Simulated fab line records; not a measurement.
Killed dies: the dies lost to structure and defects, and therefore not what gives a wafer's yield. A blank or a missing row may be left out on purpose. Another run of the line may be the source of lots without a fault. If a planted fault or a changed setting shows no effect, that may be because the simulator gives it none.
What tool caused it? ; flow berkeley cmos170 ; 13 lots with 39 wafers sampled at 3 steps, on a route of 331 steps

== WHAT THE GAUGES SHOWED, per wafer ==
UCB170_M3_CD_MEAS_90 targets a cd of 700 nm. Usual: cd nm reads 700.1 nm (standard deviation 2.7).
lot;measured;on;cd nm (nm);flag
L388;day 7 18:48;cd sem-02;697.6 699.3 695.9;
L389;day 7 18:51;cd sem-01;699.1 702.0 699.4;
L393;day 8 12:22;cd sem-01;704.6 703.4 703.5;
L392;day 8 12:36;cd sem-02;694.1 698.2 691.4;
L391;day 8 17:53;cd sem-01;695.7 695.7 697.6;
L394;day 9 11:41;cd sem-01;694.5 700.3 696.6;
L395;day 9 13:13;cd sem-01;683.5 699.4 682.8;OFF
L403;day 10 18:34;cd sem-02;703.1 698.6 701.4;
L404;day 11 05:43;cd sem-02;700.7 702.4 703.1;
L406;day 11 20:29;cd sem-02;697.4 701.3 698.6;
L407;day 11 23:46;cd sem-02;702.3 702.9 703.1;
L409;day 12 16:56;cd sem-01;703.0 700.3 703.3;
L408;day 12 17:22;cd sem-01;701.5 701.2 700.0;

== TOOL THAT RAN EACH LOT (tool first, then ch and the chambers of the sampled wafers, then the start) ==
lot;UCB170_M3_METAL_ETCH_18;UCB170_M3_STRIP_19
L388;rie metal-02 ch 0, day 7 18:19;plasma asher-02 ch 0,1, day 7 18:42
L389;rie metal-01 ch 0,1, day 7 18:34;plasma asher-04 ch 0,1, day 7 18:45
L393;rie metal-03 ch 0,1, day 8 12:01;plasma asher-04 ch 0,1, day 8 12:12
L392;rie metal-01 ch 0,1, day 8 12:16;plasma asher-01 ch 0,1, day 8 12:26
L391;rie metal-03 ch 0, day 8 17:25;plasma asher-02 ch 0,1, day 8 17:47
L394;rie metal-01 ch 0,1, day 9 11:23;plasma asher-01 ch 0,1, day 9 11:34
L395;rie metal-01 ch 0,1, day 9 12:55;plasma asher-04 ch 0,1, day 9 13:07
L403;rie metal-03 ch 0,1, day 10 18:14;plasma asher-01 ch 0,1, day 10 18:25
L404;rie metal-03 ch 0,1, day 11 05:26;plasma asher-01 ch 0, day 11 05:37
L406;rie metal-02 ch 0,1, day 11 20:13;plasma asher-01 ch 0,1, day 11 20:23
L407;rie metal-03 ch 0,1, day 11 23:28;plasma asher-02 ch 1, day 11 23:39
L409;rie metal-03 ch 0,1, day 12 16:38;plasma asher-04 ch 0,1, day 12 16:50
L408;rie metal-02 ch 0, day 12 17:03;plasma asher-01 ch 0,1, day 12 17:14
- UCB170_M3_METAL_ETCH_18: etches Al in Cl2/BCl3, stops on SiO2, target depth 1170 nm, time 195 s.
- UCB170_M3_STRIP_19: strips in O2.

== WHAT THE TOOLS THEMSELVES READ (means of the sampled wafers that have a number; where no wafer has one, the mark that the record gives instead) ==
UCB170_M3_METAL_ETCH_18. Usual: drypump motor current A 5.5 A, standard deviation 0.58; mfc cl2 sccm 89.96 sccm, standard deviation 0.24; oes product au 0.858 a.u., standard deviation 0.0094; rf fwd power W 597.8 W, standard deviation 2; throttle valve pct 24.39 %, standard deviation 0.15.
lot;tool;drypump motor current A (A);mfc cl2 sccm (sccm);oes product au (a.u.);rf fwd power W (W);throttle valve pct (%);flag
L388;rie metal-02;6.4;89.78;0.846;596.2;24.25;
L389;rie metal-01;5.5;89.84;0.866;599.4;24.48;
L393;rie metal-03;5.0;89.80;0.848;598.4;24.29;
L392;rie metal-01;5.3;89.62;0.869;596.4;24.59;
L391;rie metal-03;4.7;89.74;0.854;602.3;24.29;
L394;rie metal-01;5.3;90.13;0.870;599.4;24.59;
L395;rie metal-01;5.5;90.05;0.871;757.7;24.49;OFF
L403;rie metal-03;5.1;89.88;0.857;597.1;24.31;
L404;rie metal-03;5.4;89.82;0.862;597.9;24.34;
L406;rie metal-02;5.9;89.81;0.859;596.3;24.36;
L407;rie metal-03;5.1;89.99;0.860;597.5;24.32;
L409;rie metal-03;5.1;90.00;0.848;599.3;24.32;
L408;rie metal-02;6.4;89.70;0.846;596.6;24.26;

UCB170_M3_STRIP_19. Usual: drypump motor current A 5.8 A, standard deviation 0.46; oes product au 0.545 a.u., standard deviation 0.0087.
lot;tool;drypump motor current A (A);oes product au (a.u.);flag
L388;plasma asher-02;5.2;0.542;
L389;plasma asher-04;5.8;0.550;
L393;plasma asher-04;5.8;0.552;
L392;plasma asher-01;6.2;0.550;
L391;plasma asher-02;5.4;0.553;
L394;plasma asher-01;6.2;0.555;
L395;plasma asher-04;5.8;0.391;OFF
L403;plasma asher-01;6.3;0.562;
L404;plasma asher-01;6.1;0.553;
L406;plasma asher-01;6.2;0.536;
L407;plasma asher-02;5.7;0.551;
L409;plasma asher-04;5.8;0.546;
L408;plasma asher-01;6.2;0.532;

== THE ANSWER, worked out from the rows above alone ==
Rule: a lot is off if the mean of its wafers that have a number lies more than 3 standard deviations from the usual mean. Also off: a lot with no number at a reading for which 4 or more lots have one. Any other lot the step has rows for is counted as sound. After the gauges, taken in route order, come the tools' own readings; for these a lot's mean is taken, as printed above. At the first step where some lot is off, the reading lying furthest off is the one used; lots without a number count as furthest.
Off: L395 (UCB170_M3_CD_MEAS_90, cd nm).
A tool fits if, at a process step before that reading, it ran every lot that is off, and no sound lot after the first of them. Not tried: the gauges at UCB170_M3_CD_MEAS_90; whatever is off there is also off at UCB170_M3_METAL_ETCH_18, on other tools, and gauge error can't account for it. One candidate fits, namely rie metal-01 at UCB170_M3_METAL_ETCH_18. A fault onset in the window from L394 (day 9 11:23, its last sound lot) to L395 (day 9 12:55, its first lot off) fits.
On the lots that are off, the tool's own readings at UCB170_M3_METAL_ETCH_18 differ by more than 5 times the standard deviation of the sound lots' means, which bears it out; rf fwd power W reads 757.7 W there versus 598.1 W on the sound lots.

== WHAT HAD BEEN PUT IN BY THE SIMULATOR ==
rie metal-01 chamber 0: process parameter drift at UCB170_M3_METAL_ETCH_18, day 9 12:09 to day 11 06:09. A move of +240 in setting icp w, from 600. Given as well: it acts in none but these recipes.
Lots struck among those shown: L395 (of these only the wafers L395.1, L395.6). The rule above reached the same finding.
